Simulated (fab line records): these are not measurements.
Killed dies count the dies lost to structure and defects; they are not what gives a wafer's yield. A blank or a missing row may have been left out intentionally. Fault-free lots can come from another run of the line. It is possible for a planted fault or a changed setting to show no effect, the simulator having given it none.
8D (eight disciplines) problem report, filled in by code + flow berkeley_cmos170 + the parts of the form that need people (team, actions taken, sign-off) are left out

## 1. THE ISSUE
oes_product_au at UCB170_V2_ETCH_14 reads a mean of 0.767 a.u. on 6 wafers of 2 lots; wafers without a fault read 0.871 a.u. with a standard deviation of 0.01. That puts it -10 standard deviations away from the usual mean.
The step: etches SiO2 in CHF3/CF4/Ar, stops on Al, target depth 1250 nm, time 295.2 s.
First seen on wafer L839.1, day 9 04:29, on rie_diel-04. At this step, 42 wafers from 14 lots have a number in the record. The rule behind "out" and "out of limits": a value lying over 4 standard deviations away from the usual mean. The rest of the wafers with a number are treated as sound.

## 2. WHAT IT IS, AND WHAT IT ISN'T
| question                    | is                     | is not                                                                                                   |
|-----------------------------|------------------------|----------------------------------------------------------------------------------------------------------|
| which readings at this step | oes_product_au         | drypump_motor_current_A                                                                                  |
| which lots                  | L839, L842             | L833, L834, L835, L836, L840, L846, L847, L851, L853, L854, L855, L856                                   |
| which wafers of those lots  | all that have a number | -                                                                                                        |
| read on which tools         | rie_diel-04            | rie_diel-01, rie_diel-03                                                                                 |
| when                        | from day 9 04:29       | up to then (15 sound wafers); but 21 sound wafers of L846, L847, L851, L853, L854, L855, L856 came after |

## 3. SUSPECTS, AND WHAT RULES EACH OUT
Counting: a tool at any process step up to the reading remains a suspect when it ran all the lots that are out and ran no sound lot after the first of those.
- rie_diel-04 at UCB170_V2_ETCH_14 (etches SiO2 in CHF3/CF4/Ar, stops on Al, target depth 1250 nm, time 295.2 s): ruled out as a lasting fault. Sound lots L856, L854 ran on it after its first lot that is out, L839 (day 9 04:29).
Left after counting: nothing in the record.

## 4. THE CAUSE (what the simulator had put in)
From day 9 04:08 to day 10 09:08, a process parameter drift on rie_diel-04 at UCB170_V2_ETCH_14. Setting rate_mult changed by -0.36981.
Counting ruled it out, wrongly.

## 5. THE CHAIN OF EFFECTS, in route order
Each row: a reading whose mean over the struck wafers that have a number lies more than 3 standard deviations from the usual. Scope: only readings with a usual standard deviation given in the record; hours: median across lots of the time from each lot's start at the first step in this table that gives one to its start at this step; sigmas: change in usual standard deviations.
| hours | step               | reading                  | usual      | on struck wafers | change | sigmas |
|-------|--------------------|--------------------------|------------|------------------|--------|--------|
| 0     | UCB170_V2_ETCH_14  | oes_product_au           | 0.871 a.u. | 0.767            | -0.104 | -10    |
| 0     | UCB170_V2_STRIP_15 | strip_time_to_endpoint_s | 15.24 s    | 17.58            | +2.34  | +18    |
The process steps in it:
- UCB170_V2_ETCH_14: etches SiO2 in CHF3/CF4/Ar, stops on Al, target depth 1250 nm, time 295.2 s.
- UCB170_V2_STRIP_15: strips in O2.

## 6. WHAT WOULD HAVE CAUGHT IT SOONER
In this record no reading fell out of limits until day 9 04:29, 0 hours after the fault had begun at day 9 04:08.
